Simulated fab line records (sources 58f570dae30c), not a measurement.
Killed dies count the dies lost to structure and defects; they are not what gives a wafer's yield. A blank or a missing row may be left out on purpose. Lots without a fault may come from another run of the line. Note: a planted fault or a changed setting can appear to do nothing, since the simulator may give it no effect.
The tool behind it: which one? | flow berkeley-cmos170 | 14 lots with 42 wafers sampled at 6 steps, on a route of 331 steps

== WHAT THE GAUGES SHOWED, per wafer ==
UCB170_CONTACT_OVL_MEAS_16. Usual: CONTACT_OVL gives 5 nm (standard deviation 4.9).
lot  | measured     | on         | CONTACT_OVL (nm) | flag
L781 | day 7 06:14  | overlay-01 | 0 11 5           |
L783 | day 7 07:04  | overlay-01 | 3 6 4            |
L784 | day 7 11:07  | overlay-01 | 6 8 11           |
L786 | day 7 19:35  | overlay-02 | 11 7 4           |
L785 | day 7 19:50  | overlay-01 | 13 7 17          |
L788 | day 8 06:40  | overlay-01 | -3 0 4           |
L787 | day 8 06:19  | overlay-01 | 9 11 5           |
L790 | day 9 01:22  | overlay-01 | 0 0 3            |
L789 | day 9 01:15  | overlay-02 | 18 11 4          |
L792 | day 9 06:30  | overlay-02 | 9 8 5            |
L793 | day 9 06:38  | overlay-02 | 6 11 10          |
L791 | day 9 05:41  | overlay-01 | 6 2 -2           |
L795 | day 10 01:03 | overlay-02 | 5 6 2            |
L798 | day 10 15:46 | overlay-01 | -3 1 -1          |

UCB170_M1_RS_MEAS_01: measurement is done with a four-point probe. Usual: M1_AL_RS gives 0.0487 ohm/sq (standard deviation 0.00074).
lot  | measured     | on            | M1_AL_RS (ohm/sq)    | flag
L781 | day 7 06:55  | film-metro-02 | 0.0485 0.0487 0.0492 |
L783 | day 7 08:02  | film-metro-02 | 0.0474 0.0481 0.0487 |
L784 | day 7 11:46  | film-metro-03 | 0.0488 0.0493 0.0483 |
L786 | day 7 20:16  | film-metro-02 | 0.0494 0.0494 0.0498 |
L785 | day 7 20:29  | film-metro-03 | 0.0496 0.0495 0.0494 |
L788 | day 8 07:21  | film-metro-02 | 0.0488 0.0493 0.0496 |
L787 | day 8 06:59  | film-metro-03 | 0.0487 0.0500 0.0485 |
L790 | day 9 04:11  | film-metro-04 | 0.0485 0.0485 0.0487 |
L789 | day 9 02:00  | film-metro-02 | 0.0486 0.0489 0.0476 |
L792 | day 9 07:10  | film-metro-03 | 0.0490 0.0486 0.0483 |
L793 | day 9 07:32  | film-metro-03 | 0.0489 0.0488 0.0498 |
L791 | day 9 06:20  | film-metro-02 | 0.0480 0.0496 0.0481 |
L795 | day 10 01:43 | film-metro-04 | 0.0539 0.0535 0.0529 | OFF
L798 | day 10 16:25 | film-metro-04 | 0.0540 0.0542 0.0546 | OFF

UCB170_M1_THK_MEAS_02: measures by xrf. Usual: M1_AL_THK gives 599 nm (standard deviation 8.8).
lot  | measured     | on            | M1_AL_THK (nm) | flag
L781 | day 7 07:01  | film-metro-02 | 606 604 593    |
L783 | day 7 08:10  | film-metro-02 | 614 609 598    |
L784 | day 7 11:53  | film-metro-03 | 596 592 602    |
L786 | day 7 20:23  | film-metro-02 | 591 592 590    |
L785 | day 7 20:37  | film-metro-03 | 586 587 589    |
L788 | day 8 07:28  | film-metro-02 | 593 586 587    |
L787 | day 8 07:06  | film-metro-03 | 596 581 600    |
L790 | day 9 04:19  | film-metro-04 | 607 602 607    |
L789 | day 9 02:07  | film-metro-02 | 597 594 613    |
L792 | day 9 07:17  | film-metro-03 | 592 596 602    |
L793 | day 9 07:39  | film-metro-03 | 593 597 585    |
L791 | day 9 06:28  | film-metro-02 | 607 590 602    |
L795 | day 10 01:50 | film-metro-04 | 542 549 553    | OFF
L798 | day 10 16:32 | film-metro-04 | 539 538 532    | OFF

== EACH LOT AND THE TOOL THAT RAN IT (in order: tool; ch and the chambers of the sampled wafers; start) ==
lot  | UCB170_PLDD_STRIP_10                | UCB170_NSD_STRIP_09                  | UCB170_M1_SPUTTER_00
L781 | plasma-asher-04 ch 0,1, day 6 14:17 | plasma-asher-01 ch 0,1, day 7 00:27  | pvd-sputter-04, day 7 06:49
L783 | plasma-asher-02 ch 0,1, day 6 16:48 | plasma-asher-04 ch 0,1, day 7 00:31  | pvd-sputter-01, day 7 07:59
L784 | plasma-asher-04 ch 0,1, day 6 19:09 | plasma-asher-01 ch 1, day 7 05:04    | pvd-sputter-04, day 7 11:43
L786 | plasma-asher-02 ch 0,1, day 7 03:25 | plasma-asher-01 ch 0,1, day 7 12:53  | pvd-sputter-02, day 7 20:11
L785 | plasma-asher-04 ch 0, day 7 05:14   | plasma-asher-04 ch 1, day 7 13:02    | pvd-sputter-04, day 7 20:25
L788 | plasma-asher-01 ch 0,1, day 7 08:46 | plasma-asher-01 ch 0,1, day 7 22:24  | pvd-sputter-01, day 8 07:16
L787 | plasma-asher-04 ch 0,1, day 7 08:56 | plasma-asher-04 ch 0,1, day 7 21:34  | pvd-sputter-02, day 8 06:55
L790 | plasma-asher-01 ch 0,1, day 8 05:02 | plasma-asher-03 ch 0,1, day 8 16:04  | pvd-sputter-01, day 9 04:08
L789 | plasma-asher-02 ch 0,1, day 8 05:19 | plasma-asher-03 ch 0,1, day 8 16:29  | pvd-sputter-04, day 9 01:56
L792 | plasma-asher-02 ch 0, day 8 09:23   | plasma-asher-01 ch 0,1, day 8 21:10  | pvd-sputter-04, day 9 07:06
L793 | plasma-asher-02 ch 1, day 8 09:40   | plasma-asher-03 ch 0, day 8 21:17    | pvd-sputter-01, day 9 07:27
L791 | plasma-asher-01 ch 0,1, day 8 09:56 | plasma-asher-04 ch 0,1, day 8 21:31  | pvd-sputter-02, day 9 06:17
L795 | plasma-asher-01 ch 0,1, day 9 06:52 | plasma-asher-03 ch 0,1, day 9 17:01  | pvd-sputter-01, day 10 01:39
L798 | plasma-asher-04 ch 0,1, day 9 23:44 | plasma-asher-01 ch 0,1, day 10 09:08 | pvd-sputter-01, day 10 16:22
- UCB170_PLDD_STRIP_10: strips in O2.
- UCB170_NSD_STRIP_09: strips in O2.
- UCB170_M1_SPUTTER_00: material Al, target thk 600 nm, time 80 s.

== AS READ BY THE TOOLS THEMSELVES (means over the sampled wafers that have a number; for cases with no such wafer, the mark the record gives instead) ==
UCB170_PLDD_STRIP_10. Usual: drypump-motor-current-A 5.69 A, standard deviation 0.25; oes-product-au 0.734 a.u., standard deviation 0.0046; strip-time-to-endpoint-s 21.65 s, standard deviation 0.096.
lot  | tool            | drypump-motor-current-A (A) | oes-product-au (a.u.) | strip-time-to-endpoint-s (s) | flag
L781 | plasma-asher-04 | 6.02                        | 0.736                 | 21.74                        |
L783 | plasma-asher-02 | 5.52                        | 0.733                 | 21.57                        |
L784 | plasma-asher-04 | 6.02                        | 0.735                 | 21.80                        |
L786 | plasma-asher-02 | 5.67                        | 0.730                 | 21.73                        |
L785 | plasma-asher-04 | 5.90                        | 0.734                 | 21.52                        |
L788 | plasma-asher-01 | 5.49                        | 0.735                 | 21.65                        |
L787 | plasma-asher-04 | 5.96                        | 0.733                 | 21.77                        |
L790 | plasma-asher-01 | 5.47                        | 0.734                 | 21.59                        |
L789 | plasma-asher-02 | 5.53                        | 0.733                 | 21.73                        |
L792 | plasma-asher-02 | 5.39                        | 0.735                 | 21.67                        |
L793 | plasma-asher-02 | 5.83                        | 0.735                 | 21.80                        |
L791 | plasma-asher-01 | 5.48                        | 0.735                 | 21.64                        |
L795 | plasma-asher-01 | 5.48                        | 0.734                 | 21.55                        |
L798 | plasma-asher-04 | 5.96                        | 0.731                 | 21.73                        |

UCB170_NSD_STRIP_09. Usual: drypump-motor-current-A 5.78 A, standard deviation 0.23; oes-product-au 0.534 a.u., standard deviation 0.0044; strip-time-to-endpoint-s 35.84 s, standard deviation 0.11.
lot  | tool            | drypump-motor-current-A (A) | oes-product-au (a.u.) | strip-time-to-endpoint-s (s) | flag
L781 | plasma-asher-01 | 5.52                        | 0.534                 | 35.85                        |
L783 | plasma-asher-04 | 6.01                        | 0.539                 | 35.95                        |
L784 | plasma-asher-01 | 5.43                        | 0.538                 | 35.93                        |
L786 | plasma-asher-01 | 5.51                        | 0.536                 | 35.99                        |
L785 | plasma-asher-04 | 6.10                        | 0.534                 | 35.78                        |
L788 | plasma-asher-01 | 5.52                        | 0.532                 | 35.94                        |
L787 | plasma-asher-04 | 5.96                        | 0.531                 | 35.81                        |
L790 | plasma-asher-03 | 5.81                        | 0.532                 | 35.84                        |
L789 | plasma-asher-03 | 5.82                        | 0.535                 | 35.97                        |
L792 | plasma-asher-01 | 5.48                        | 0.535                 | 35.64                        |
L793 | plasma-asher-03 | 5.92                        | 0.533                 | 35.90                        |
L791 | plasma-asher-04 | 5.97                        | 0.533                 | 35.86                        |
L795 | plasma-asher-03 | 5.73                        | 0.530                 | 35.69                        |
L798 | plasma-asher-01 | 5.47                        | 0.537                 | 35.81                        |

UCB170_M1_SPUTTER_00. Usual: throttle-valve-pct at 30.5 %, with a standard deviation of 0.6.
lot  | tool           | throttle-valve-pct (%) | flag
L781 | pvd-sputter-04 | 31.1                   |
L783 | pvd-sputter-01 | 30.5                   |
L784 | pvd-sputter-04 | 30.9                   |
L786 | pvd-sputter-02 | 30.4                   |
L785 | pvd-sputter-04 | 30.8                   |
L788 | pvd-sputter-01 | 30.3                   |
L787 | pvd-sputter-02 | 30.4                   |
L790 | pvd-sputter-01 | 30.3                   |
L789 | pvd-sputter-04 | 31.4                   |
L792 | pvd-sputter-04 | 31.0                   |
L793 | pvd-sputter-01 | 30.4                   |
L791 | pvd-sputter-02 | 30.2                   |
L795 | pvd-sputter-01 | 30.2                   |
L798 | pvd-sputter-01 | 30.3                   |

== THE ANSWER, worked out from the rows above alone ==
Rule: take the mean of a lot's wafers that have a number; if it is more than 3 standard deviations from the usual mean, the lot is off. Also off: a lot with no number at a reading for which 4 or more lots have one. The other lots that the step has rows for count as sound. Order of review: gauges by route order, followed by the tools' own readings, for which a lot's mean as printed above is used. The first step at which some lot is off is used, and at that step the reading that is off furthest; a lot without a number counts as furthest.
Off: L795, L798, seen at UCB170_M1_RS_MEAS_01 (M1_AL_RS).
A tool fits if, at a process step before that reading, it ran every lot that is off, and no sound lot after the first of them. The gauges at UCB170_M1_RS_MEAS_01 are tried like those tools. 2 tools fit, pvd-sputter-01 at UCB170_M1_SPUTTER_00 and film-metro-04 at UCB170_M1_RS_MEAS_01, so this cannot tell which one it is.

== WHAT THE SIMULATOR HAD PUT IN ==
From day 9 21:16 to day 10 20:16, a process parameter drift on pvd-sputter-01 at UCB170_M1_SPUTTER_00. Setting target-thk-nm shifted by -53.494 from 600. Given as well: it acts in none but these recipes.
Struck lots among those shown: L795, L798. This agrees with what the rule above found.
